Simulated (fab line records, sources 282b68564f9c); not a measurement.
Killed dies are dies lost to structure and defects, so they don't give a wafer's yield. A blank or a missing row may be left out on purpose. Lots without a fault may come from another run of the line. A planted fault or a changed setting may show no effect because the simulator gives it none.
Which tool did it? | flow rit_cmos | 7 lots, 21 wafers sampled, at 1 step of a route of 202

WHAT THE GAUGES READ, wafer by wafer
RIT_WELLDRIVE_RS_MEAS_01: measures by four-point-probe.
lot  | measured    | on            | NWELL_RS (ohm/sq)
L932 | day 2 21:21 | film_metro-02 | 276.1 276.1 276.3
L936 | day 3 19:16 | film_metro-04 | 275.8 276.4 276.2
L938 | day 4 02:53 | film_metro-04 | 274.7 274.8 274.4
L940 | day 4 13:19 | film_metro-02 | 277.1 276.1 276.7
L944 | day 5 06:50 | film_metro-04 | 274.6 276.3 275.8
L950 | day 6 13:25 | film_metro-02 | 277.0 277.2 277.0
L952 | day 6 23:47 | film_metro-04 | 275.1 275.4 275.7

WHICH TOOL RAN EACH LOT (tool, then ch and the chambers of the sampled wafers, then the start)
The record holds no process step before these readings.

THE ANSWER, worked out from the rows above alone
Rule: what is usual is taken from the lots themselves. Put in order of their means at a reading, lots are off if they are a third of the lots or fewer, leave a main group of 4 or more, and stand apart from it by a gap of 3 or more times the standard deviation of the main group's means; of several such gaps the widest counts. A main group whose means are all the same, to the digits that the tables above print for the reading, isn't used. A lot without any number at a reading at which 4 lots or more have one is off too. The other lots that the step has rows for count as sound.
No lot is off at any reading shown: from this, nothing can be told.

WHAT THE SIMULATOR HAD PUT IN
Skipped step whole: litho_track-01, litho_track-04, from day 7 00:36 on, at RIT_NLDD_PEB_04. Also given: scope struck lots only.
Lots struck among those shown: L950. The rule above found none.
